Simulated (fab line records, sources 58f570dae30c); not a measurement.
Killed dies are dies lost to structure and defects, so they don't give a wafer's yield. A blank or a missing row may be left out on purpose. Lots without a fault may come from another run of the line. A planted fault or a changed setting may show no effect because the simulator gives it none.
fab line records | flow berkeley_cmos170
record lots=5 wafers=27
route steps=331 shown ZERO@12 ACTIVE@62 SCREENOX@101 SPACER@174 SILICIDE@211 CONTACT@234 M3@331
start_h: hours from the record's first day to the start of the lot's first wafer shown | wait_h: hours since the lot's step before | " the same as in the row above | L1.1+2: a row that stands for several wafers | - no value, or no start given | * or withheld: withheld | < > ~ a bound
route shown NAME@n: a module of which the file shows steps, and the number in the route of the first | usual: mean/standard deviation of fault-free wafers | same: alike in all rows | chamber/n: place in a boat | sites: the reading at each site | _std_site: their standard deviation | _edge_site: outer sites' mean less inner sites' | radius_mm: how far each site lies from the wafer's centre | mask NAME#n: copy n | behind: the tool/chamber that last shaped the wafer | hold: why the lot was held/for how many hours/how that ended | device: the transistor (n, p or np) that didn't switch | end of line: the same wafers' tests at the end of the route | a step without rows: its recipe alone | killed: dies lost to structure and defects at the first sort, not the wafer's yield | map: a wafer's dies, x killed, . not, _ none there
set.NAME: the setting as run; set.NAME@STEP: as run at that earlier step | model.NAME: the simulator's own value behind a step, which no gauge read
lots whose settings were changed on purpose; a table a step, a row a wafer
## steps
# step UCB170_ZERO_ETCH_06
# recipe chemistry=CHF3/CF4/Ar target=SiO2 time_s=12 pressure_mtorr=100 rf_w=500 CHF3_flow_sccm=50 cf4_flow_sccm=10 Ar_flow_sccm=120 over_etch_frac=1.58
# usual oes_product_au=0.617/0.01
# columns lot.wafer tool chamber start_h wait_h set.target_depth_a oes_product_au
L074.1 rie_diel-04 2 18.54 - 516 0.611
L074.2 " 0 " " 516 0.627
L074.3 " 3 " " 516 0.614
L074.4 " 1 " " 516 0.615
L074.5 " 0 " " 516 0.630
L074.6 " 3 " " 516 0.623
L075.1 rie_diel-04 0 24.20 - 755.2 0.553
L075.2 " 3 " " 516 0.612
L075.3 " 2 " " 516 0.621
L075.4 " 1 " " 755.2 0.538
L075.5 " 3 " " 516 0.622
L075.6 " 0 " " 755.2 0.547
L076.1 rie_diel-02 3 31.99 - 405.8 0.681
L076.2 " 2 " " 516 0.612
L076.3 " 1 " " 516 0.634
L076.4 " 0 " " 516 0.593
L076.5 " 2 " " 405.8 0.676
L076.6 " 3 " " 405.8 0.684
L083.1 rie_diel-02 2 66.36 - 516 0.602
L083.2 " 3 " " 516 0.615
L083.3 " 1 " " 343 0.759
L083.4 " 0 " " 343 0.710
L083.5 " 3 " " 343 0.737
L083.6 " 2 " " 516 0.618
L084.1 rie_diel-04 3 70.51 - 516 0.619
L084.4 " 1 " " 516 0.615
L084.5 " 1 " " 516 0.610
# step UCB170_ACTIVE_OXIDATION_02
# recipe temp_c=1000 ambient=O2 target_thk_a=264 ox_time_s=1260
# columns lot.wafer tool chamber start_h wait_h set.ox_time_s model.SiO2_of_ACTIVE_OXIDATION_02.thk_nm
L074.1 - - - 2.6 541.5 16.42
L074.2 " - " " 541.5 16.33
L074.3 " - " " 541.5 16.53
L074.4 " - " " 541.5 16.22
L074.5 " - " " 541.5 16.21
L074.6 " - " " 541.5 16.58
L075.1 - - - 1.9 651.3 18.13
L075.2 " - " " 651.3 18.07
L075.3 " - " " 651.3 18.17
L075.4 " - " " 651.3 17.89
L075.5 " - " " 651.3 18.11
L075.6 " - " " 651.3 18.2
L076.1 - - - 0.6 1260 25.62
L076.2 " - " " 1260 25.88
L076.3 " - " " 1260 25.28
L076.4 " - " " 1260 25.72
L076.5 " - " " 1260 25.82
L076.6 " - " " 1260 25.69
L084.1 furnace-04 0 115.60 1.1 1260 26.41
L084.4 " 0 " " 1260 25.99
L084.5 " 0 " " 1260 26.59
L083.1 - - - 2.3 1260 25.61
L083.2 " - " " 1260 26.16
L083.3 " - " " 1260 26.17
L083.4 " - " " 1260 25.58
L083.5 " - " " 1260 26.05
L083.6 " - " " 1260 25.92
# step UCB170_ACTIVE_THK_MEAS_03
# recipe reads=SiO2_of_ACTIVE_OXIDATION_02
# usual ACTIVE_OXIDE_THK=26.3/0.57
# columns lot.wafer tool chamber start_h wait_h set.ox_time_s@ACTIVE_OXIDATION_02 ACTIVE_OXIDE_THK[nm]
L074.1 film_metro-02 - - - 541.5 16.4
L074.2 " - " " 541.5 16.3
L074.3 " - " " 541.5 16.5
L074.4 " - " " 541.5 16.3
L074.5 " - " " 541.5 16.2
L074.6 " - " " 541.5 16.5
L075.1 film_metro-04 - - - 651.3 18.1
L075.2 " - " " 651.3 18.1
L075.3 " - " " 651.3 18.1
L075.4 " - " " 651.3 17.9
L075.5 " - " " 651.3 18.1
L075.6 " - " " 651.3 18.2
L076.1 film_metro-02 - - - 1260 25.6
L076.2 " - " " 1260 25.9
L076.3 " - " " 1260 25.3
L076.4 " - " " 1260 25.7
L076.5 " - " " 1260 25.8
L076.6 " - " " 1260 25.7
L084.1 film_metro-02 - 116.95 0.0 1260 26.4
L084.4 " - " " 1260 26.0
L084.5 " - " " 1260 26.6
L083.1 film_metro-01 - - - 1260 25.6
L083.2 " - " " 1260 26.1
L083.3 " - " " 1260 26.1
L083.4 " - " " 1260 25.6
L083.5 " - " " 1260 26.1
L083.6 " - " " 1260 25.9
# step UCB170_ACTIVE_ANNEAL_04
# recipe temp_c=1000 time_s=900 ambient=N2
# step UCB170_ACTIVE_CVD_05
# recipe material=Si3N4 target_thk_nm=220 temp_c=800 precursor=SiH2Cl2/NH3 time_s=3300 pressure_mtorr=200 sih2cl2_flow_sccm=25 nh3_flow_sccm=75
# step UCB170_ACTIVE_ETCH_15
# recipe chemistry=CH3F/Ar/O2 target=Si3N4 stop_on=SiO2 CH3F_flow_sccm=20 Ar_flow_sccm=50 O2_flow_sccm=7 pressure_mtorr=50 rf_w=450 target_depth_a=2420 over_etch_frac=0.1 time_s=151
# columns lot.wafer tool chamber start_h wait_h set.ox_time_s@ACTIVE_OXIDATION_02 model.SiO2_of_ACTIVE_OXIDATION_02.thk_nm
L074.1 rie_diel-02 0 73.63 0.0 541.5 12.78
L074.2 " 3 " " 541.5 12.68
L074.3 " 2 " " 541.5 12.93
L074.4 " 2 " " 541.5 12.61
L074.5 " 0 " " 541.5 12.55
L074.6 " 3 " " 541.5 12.91
L075.1 rie_diel-01 3 84.66 0.0 651.3 13.81
L075.2+3 " 2,1 " " 651.3 14.48
L075.4 " 0 " " 651.3 13.99
L075.5 " 0 " " 651.3 14.2
L075.6 " 3 " " 651.3 13.88
L076.1 rie_diel-02 1 88.07 0.0 1260 21.62
L076.2 " 0 " " 1260 22.22
L076.3 " 2 " " 1260 21.69
L076.4 " 2 " " 1260 22.14
L076.5 " 0 " " 1260 22.16
L076.6 " 1 " " 1260 21.68
L084.1 rie_diel-01 0 123.59 0.0 1260 22.51
L084.4 " 1 " " 1260 22.33
L084.5 " 3 " " 1260 22.26
L083.1 rie_diel-01 0 135.49 0.0 1260 21.71
L083.2 " 2 " " 1260 22.6
L083.3 " 3 " " 1260 21.85
L083.4 " 1 " " 1260 21.95
L083.5 " 3 " " 1260 21.73
L083.6 " 2 " " 1260 22.37
# step UCB170_SCREENOX_OXIDATION_01
# recipe temp_c=900 ambient=O2 target_thk_a=144 ox_time_s=2400
# columns lot.wafer tool chamber start_h wait_h set.ox_time_s model.SiO2_of_SCREENOX_OXIDATION_01.thk_nm
L074.1 - - - 1.7 2400 14.31
L074.2 " - " " 2400 14.22
L074.3 " - " " 2400 14.41
L074.4+5 " - " " 2400 14.4
L074.6 " - " " 2400 14.38
L075.1 - - - 0.8 3268 17.98
L075.2 " - " " 3268 17.93
L075.3+5 " - " " 3268 17.69
L075.4 " - " " 3268 17.66
L075.6 " - " " 3268 17.75
L076.1 - - - 0.8 3296 17.93
L076.2 " - " " 3296 18.14
L076.3 " - " " 3296 17.86
L076.4 " - " " 3296 17.97
L076.5 " - " " 3296 18.13
L076.6 " - " " 3296 17.77
L084.1 furnace-03 0 145.32 1.1 2400 14.44
L084.4 " 0 " " 2400 14.7
L084.5 " 0 " " 2400 14.67
L083.1 - - - 1.6 2400 14.19
L083.2 " - " " 2400 14.17
L083.3 " - " " 2400 14.04
L083.4 " - " " 2400 14.2
L083.5 " - " " 2400 14.12
L083.6 " - " " 2400 14.01
# step UCB170_SCREENOX_THK_MEAS_02
# recipe reads=SiO2_of_SCREENOX_OXIDATION_01
# usual SCREENOX_OXIDE_THK=14.50/0.23
# columns lot.wafer tool chamber start_h wait_h set.ox_time_s@SCREENOX_OXIDATION_01 SCREENOX_OXIDE_THK[nm]
L074.1 film_metro-01 - - - 2400 14.34
L074.2 " - " " 2400 14.25
L074.3 " - " " 2400 14.40
L074.4 " - " " 2400 14.43
L074.5 " - " " 2400 14.39
L074.6 " - " " 2400 14.39
L075.1 film_metro-01 - - - 3268 17.98
L075.2 " - " " 3268 17.95
L075.3 " - " " 3268 17.71
L075.4 " - " " 3268 17.68
L075.5 " - " " 3268 17.69
L075.6 " - " " 3268 17.71
L076.1 film_metro-02 - - - 3296 17.94
L076.2 " - " " 3296 18.12
L076.3 " - " " 3296 17.86
L076.4 " - " " 3296 18.02
L076.5 " - " " 3296 18.14
L076.6 " - " " 3296 17.73
L084.1 film_metro-01 - 146.99 0.0 2400 14.41
L084.4 " - " " 2400 14.68
L084.5 " - " " 2400 14.66
L083.1 film_metro-01 - - - 2400 14.23
L083.2 " - " " 2400 14.15
L083.3 " - " " 2400 14.01
L083.4 " - " " 2400 14.20
L083.5 " - " " 2400 14.13
L083.6 " - " " 2400 14.04
# step UCB170_SPACER_ETCHBACK_03
# recipe stop_on=Si target=SiO2 chemistry=CHF3/CF4/Ar CHF3_flow_sccm=50 cf4_flow_sccm=10 Ar_flow_sccm=120 pressure_mtorr=200 rf_w=500 target_depth_a=3760 time_s=100
# usual oes_product_au=0.897/0.012
# columns lot.wafer tool chamber start_h wait_h set.target_depth_a oes_product_au
L074.1 rie_diel-04 0 126.98 0.0 3760 0.909
L074.2 " 3 " " 6005 0.660
L074.3 " 1 " " 3760 0.877
L074.4 " 2 " " 6005 0.664
L074.5 " 0 " " 3760 0.921
L074.6 " 1 " " 6005 0.659
L075.1 rie_diel-01 1 136.70 0.0 2737 0.995
L075.2 " 2 " " 3760 0.898
L075.3 " 3 " " 3760 0.887
L075.4 " 0 " " 2737 0.997
L075.5 " 3 " " 2737 0.996
L075.6 " 0 " " 3760 0.904
L076.1 rie_diel-01 1 138.24 0.0 3760 0.897
L076.2 " 2 " " 2534 0.984
L076.3 " 3 " " 3760 0.881
L076.4 " 0 " " 2534 0.999
L076.5 " 1 " " 2534 1.008
L076.6 " 0 " " 3760 0.909
L084.1 rie_diel-03 3 186.32 0.0 3760 0.902
L084.4 " 2 " " 3760 0.908
L084.5 " 2 " " 3760 0.901
L083.1 rie_diel-04 1 193.06 0.0 3760 0.900
L083.2 " 0 " " 5658 0.702
L083.3 " 2 " " 5658 0.685
L083.4 " 3 " " 5658 0.693
L083.5 " 0 " " 3760 0.917
L083.6 " 3 " " 3760 0.898
# step UCB170_SILICIDE_SPUTTER_01
# recipe material=Ti target_thk_nm=30 time_s=25 power_w=1500 chamber_pressure_pa=0.5
# columns lot.wafer tool chamber start_h wait_h set.time_s model.Ti_of_SILICIDE_SPUTTER_01.thk_nm
L074.1 pvd_sputter-03 - 133.30 0.0 25 30.51
L074.2 " - " " 19.16 23.15
L074.3 " - " " 19.16 23.6
L074.4 " - " " 25 30.22
L074.5 " - " " 19.16 23.05
L074.6 " - " " 25 30.26
L075.1 pvd_sputter-01 - 144.95 0.0 25 29.36
L075.2 " - " " 25 29.37
L075.3 " - " " 25 29.12
L075.4 " - " " 13.13 14.81
L075.5 " - " " 13.13 15.11
L075.6 " - " " 13.13 14.69
L076.1 pvd_sputter-01 - 145.43 0.0 25 29.61
L076.2 " - " " 25 29.77
L076.3 " - " " 11.66 13.47
L076.4 " - " " 11.66 13.99
L076.5 " - " " 25 29.26
L076.6 " - " " 11.66 13.92
L084.1 pvd_sputter-03 - 195.99 0.0 25 30.32
L084.4 " - " " 25 29.65
L084.5 " - " " 25 30.01
L083.1 pvd_sputter-03 - 200.10 0.0 25 29.93
L083.2 " - " " 25 30.15
L083.3 " - " " 25 29.57
L083.4 " - " " 25 30.46
L083.5 " - " " 25 30.07
L083.6 " - " " 25 29.85
# step UCB170_SILICIDE_RS_MEAS_02
# recipe thk_meas_gauge=four-point-probe reads=Ti_of_SILICIDE_SPUTTER_01
# usual SILICIDE_TI_RS=26.2/0.37
# columns lot.wafer tool chamber start_h wait_h set.time_s@SILICIDE_SPUTTER_01 SILICIDE_TI_RS[ohm/sq]
L074.1 film_metro-03 - 133.33 0.0 25 25.6
L074.2 " - " " 19.16 35.5
L074.3 " - " " 19.16 34.8
L074.4 " - " " 25 25.9
L074.5 " - " " 19.16 35.7
L074.6 " - " " 25 25.9
L075.1 film_metro-03 - 144.98 0.0 25 26.8
L075.2 " - " " 25 26.8
L075.3 " - " " 25 27.1
L075.4 " - " " 13.13 61.0
L075.5 " - " " 13.13 59.7
L075.6 " - " " 13.13 61.8
L076.1 film_metro-03 - 145.46 0.0 25 26.5
L076.2 " - " " 25 26.4
L076.3 " - " " 11.66 68.9
L076.4 " - " " 11.66 65.7
L076.5 " - " " 25 26.9
L076.6 " - " " 11.66 66.0
L084.1 film_metro-03 - 196.02 0.0 25 25.8
L084.4 " - " " 25 26.5
L084.5 " - " " 25 26.1
L083.1 film_metro-03 - 200.13 0.0 25 26.2
L083.2 " - " " 25 26.0
L083.3 " - " " 25 26.6
L083.4 " - " " 25 25.7
L083.5 " - " " 25 26.1
L083.6 " - " " 25 26.3
# step UCB170_SILICIDE_THK_MEAS_03
# recipe thk_meas_gauge=xrf reads=Ti_of_SILICIDE_SPUTTER_01
# usual SILICIDE_TI_THK=30.1/0.39
# columns lot.wafer tool chamber start_h wait_h set.time_s@SILICIDE_SPUTTER_01 SILICIDE_TI_THK[nm]
L074.1 film_metro-03 - 133.45 0.1 25 30.7
L074.2 " - " " 19.16 23.2
L074.3 " - " " 19.16 23.8
L074.4 " - " " 25 30.4
L074.5 " - " " 19.16 23.3
L074.6 " - " " 25 30.3
L075.1 film_metro-03 - 145.10 0.1 25 29.5
L075.2 " - " " 25 29.6
L075.3 " - " " 25 29.4
L075.4 " - " " 13.13 14.9
L075.5 " - " " 13.13 15.2
L075.6 " - " " 13.13 14.7
L076.1 film_metro-03 - 145.58 0.1 25 29.8
L076.2 " - " " 25 30.0
L076.3 " - " " 11.66 13.6
L076.4 " - " " 11.66 14.1
L076.5 " - " " 25 29.5
L076.6 " - " " 11.66 14.0
L084.1 film_metro-03 - 196.14 0.1 25 30.7
L084.4 " - " " 25 30.0
L084.5 " - " " 25 30.2
L083.1 film_metro-03 - 200.25 0.1 25 30.3
L083.2 " - " " 25 30.4
L083.3 " - " " 25 29.9
L083.4 " - " " 25 30.8
L083.5 " - " " 25 30.4
L083.6 " - " " 25 30.0
# step UCB170_CONTACT_ETCH_18
# recipe chemistry=CHF3/CF4/Ar target=PSG stop_on=TiSi2 CHF3_flow_sccm=45 cf4_flow_sccm=15 Ar_flow_sccm=150 pressure_mtorr=200 rf_w=700 target_depth_a=8400 over_etch_frac=0.2 time_s=195
# usual oes_product_au=0.899/0.015
# columns lot.wafer tool chamber start_h wait_h set.time_s oes_product_au model.etch.depth_nm model.CONTACT.feature_depth_nm model.KrF_of_CONTACT_COAT_10.thk_nm
L074.1 rie_diel-03 2 - - 158 1.008 672.7 672.7 726.5
L074.2 " 0 " " 158 1.007 675.3 675.3 723.8
L074.3 " 1 " " 195 0.896 700.6 700.6 684.6
L074.4 " 3 " " 195 0.896 693.6 693.6 688.2
L074.5 " 3 " " 158 0.999 676.1 676.1 727.5
L074.6 " 0 " " 195 0.906 699.8 699.8 689.4
L075.1 rie_diel-02 0 - - 195 0.861 696.6 696.6 696.7
L075.2 " 1 " " 129.4 1.020 557.2 557.2 756.9
L075.3 " 3 " " 195 0.886 697.9 697.9 694
L075.4 " 1 " " 195 0.919 696.5 696.5 693.7
L075.5 " 0 " " 129.4 0.955 552.5 552.5 761.6
L075.6 " 3 " " 129.4 0.989 549.1 549.1 760.6
L076.1 rie_diel-03 0 - - 132.8 1.003 561.3 561.3 757.1
L076.2 " 2 " " 195 0.914 703.4 703.4 692.8
L076.3 " 3 " " 132.8 0.997 560 560 753.7
L076.4 " 1 " " 132.8 0.991 563.8 563.8 753.2
L076.5 " 3 " " 195 0.906 703.3 703.3 696.1
L076.6 " 0 " " 195 0.910 705.2 705.2 696.6
L084.1 rie_diel-02 0 - - 195 0.865 703.1 703.1 693.5
L084.4 " 3 " " 195 0.892 703.2 703.2 691.9
L084.5 " 1 " " 195 0.917 699.3 699.3 688.1
L083.1 rie_diel-02 0 - - 195 0.874 707.4 707.4 695.2
L083.2 " 3 " " 102.8 0.987 432 432 784.3
L083.3 " 2 " " 195 0.903 706.6 706.6 697.3
L083.4 " 1 " " 102.8 1.031 448.1 448.1 780.6
L083.5 " 3 " " 102.8 0.987 438.7 438.7 782.1
L083.6 " 2 " " 195 0.897 705.4 705.4 692.9
# step UCB170_M3_PROBE_99
# columns lot.wafer tool chamber start_h wait_h set.target_depth_a@SPACER_ETCHBACK_03 model.etest.nldd.line_ohm_um model.etest.nmos_0p6.r_on_ohm_um model.etest.npoly_line.line_ohm_um model.etest.npoly_line.rs_ohm_sq model.etest.npoly_sal.rs_ohm_sq model.etest.pldd.line_ohm_um model.etest.pldd.rs_ohm_sq model.etest.ppoly_line.line_ohm_um
L074.1+5 prober-01 - 159.93 0.1 3760 - - - - - - - -
L074.2 prober-01 - 159.98 0.1 6005 - - - - - - - -
L074.3 prober-01 - 160.03 0.2 3760 1125 2252 18.3 6.018 4.913 1565 1089 18.99
L074.4 prober-01 - 160.08 0.2 6005 - - 14.6 4.706 3.994 - - 14.8
L074.6 prober-01 - 160.18 0.2 6005 5.483 - 14.66 4.656 4.005 5.611 3.665 14.88
L075.1 prober-02 - 174.24 0.1 2737 1208 2382 496.6 176.3 175.2 1736 1117 747.7
L075.2+6 prober-02 - 174.29 0.1 3760 - - - - - - - -
L075.3 prober-02 - 174.34 0.2 3760 1181 2257 15.12 4.899 4.122 1670 1101 15.21
L075.4 prober-02 - 174.39 0.2 2737 1181 2440 588 208 207.9 1694 1126 800.8
L075.5 prober-02 - 174.44 0.2 2737 - - - - - - - -
L076.1+3 prober-01 - 174.62 0.1 3760 - - - - - - - -
L076.2 prober-01 - 174.67 0.1 2534 1285 2936 2961 1024 1026 1801 1107 1043
L076.4 prober-01 - 174.77 0.2 2534 - - - - - - - -
L076.5 prober-01 - 174.82 0.2 2534 1276 2886 2446 845.1 854.4 1791 1124 976.8
L076.6 prober-01 - 174.87 0.2 3760 1232 2252 38.91 13.02 9.457 1725 1096 40.89
L084.1 prober-01 - 219.92 0.1 3760 1272 2301 14.6 4.683 3.99 1865 1157 14.88
L084.4 prober-01 - 220.07 0.2 3760 1225 2252 14.43 4.766 4.052 1802 1124 15.11
L084.5 prober-01 - 220.12 0.2 3760 1236 2283 14.35 4.733 4.01 1806 1128 14.82
L083.1 prober-01 - 222.73 0.1 3760 1281 2339 14.61 4.726 4.026 1843 1129 15.18
L083.3 prober-01 - 222.83 0.2 5658 6.187 - 14.78 4.748 4.005 6.287 3.695 15.05
L083.4 prober-01 - 222.88 0.2 5658 - - - - - - - -
L083.5 prober-01 - 222.93 0.2 3760 - - - - - - - -
# killed by level:class
L084.1 SACOX:geometric_particle:short=1 SPACER:geometric_particle:open=1 V1:geometric_particle:short=1 V2:geometric_particle:short=1 M3:geometric_particle:short=1
L084.4 GATE:geometric_particle:short=1 SILICIDE:geometric_particle:short=1 M3:geometric_particle:open=1
L084.5 M2:geometric_particle:short=1
## key
split step=UCB170_ZERO_ETCH_06 setting=target_depth_a stated=516 by=wafer
response step=UCB170_ZERO_ETCH_06 reading=oes_product_au change=-0.0024 per=1% r=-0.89
split step=UCB170_ACTIVE_OXIDATION_02 setting=ox_time_s stated=1260 by=lot
response step=UCB170_ACTIVE_OXIDATION_02 reading=model.SiO2_of_ACTIVE_OXIDATION_02.thk_nm change=+0.165 per=1% r=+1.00
response step=UCB170_ACTIVE_THK_MEAS_03 reading=ACTIVE_OXIDE_THK change=+0.165 per=1% r=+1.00
response step=UCB170_ACTIVE_ETCH_15 reading=model.SiO2_of_ACTIVE_OXIDATION_02.thk_nm change=+0.164 per=1% r=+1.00
split step=UCB170_SCREENOX_OXIDATION_01 setting=ox_time_s stated=2400 by=lot
response step=UCB170_SCREENOX_OXIDATION_01 reading=model.SiO2_of_SCREENOX_OXIDATION_01.thk_nm change=+0.097 per=1% r=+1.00
response step=UCB170_SCREENOX_THK_MEAS_02 reading=SCREENOX_OXIDE_THK change=+0.097 per=1% r=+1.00
split step=UCB170_SPACER_ETCHBACK_03 setting=target_depth_a stated=3760 by=wafer
response step=UCB170_SPACER_ETCHBACK_03 reading=oes_product_au change=-0.00393 per=1% r=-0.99
response step=UCB170_M3_PROBE_99 reading=model.etest.npoly_line.line_ohm_um shape=bent at_lowest=2703 at_stated=18.62 at_highest=14.63
response step=UCB170_M3_PROBE_99 reading=model.etest.pldd.line_ohm_um shape=bent at_lowest=1796 at_stated=1754 at_highest=5.611
response step=UCB170_M3_PROBE_99 reading=model.etest.ppoly_line.line_ohm_um shape=bent at_lowest=1010 at_stated=19.3 at_highest=14.84
response step=UCB170_M3_PROBE_99 reading=model.etest.nldd.line_ohm_um shape=bent at_lowest=1281 at_stated=1222 at_highest=5.483
response step=UCB170_M3_PROBE_99 reading=model.etest.pldd.rs_ohm_sq shape=bent at_lowest=1115 at_stated=1118 at_highest=3.665
response step=UCB170_M3_PROBE_99 reading=model.etest.npoly_sal.rs_ohm_sq shape=bent at_lowest=940 at_stated=4.938 at_highest=3.999
response step=UCB170_M3_PROBE_99 reading=model.etest.npoly_line.rs_ohm_sq shape=bent at_lowest=934.3 at_stated=6.12 at_highest=4.681
split step=UCB170_SILICIDE_SPUTTER_01 setting=time_s stated=25 by=wafer
response step=UCB170_SILICIDE_SPUTTER_01 reading=model.Ti_of_SILICIDE_SPUTTER_01.thk_nm change=+0.299 per=1% r=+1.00
response step=UCB170_SILICIDE_RS_MEAS_02 reading=SILICIDE_TI_RS change=-0.705 per=1% r=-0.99
response step=UCB170_SILICIDE_THK_MEAS_03 reading=SILICIDE_TI_THK change=+0.301 per=1% r=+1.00
split step=UCB170_CONTACT_ETCH_18 setting=time_s stated=195 by=wafer
response step=UCB170_CONTACT_ETCH_18 reading=oes_product_au change=-0.00281 per=1% r=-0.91
response step=UCB170_CONTACT_ETCH_18 reading=model.etch.depth_nm change=+4.73 per=1% r=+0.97
response step=UCB170_CONTACT_ETCH_18 reading=model.CONTACT.feature_depth_nm change=+4.73 per=1% r=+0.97
response step=UCB170_CONTACT_ETCH_18 reading=model.KrF_of_CONTACT_COAT_10.thk_nm change=-1.88 per=1% r=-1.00
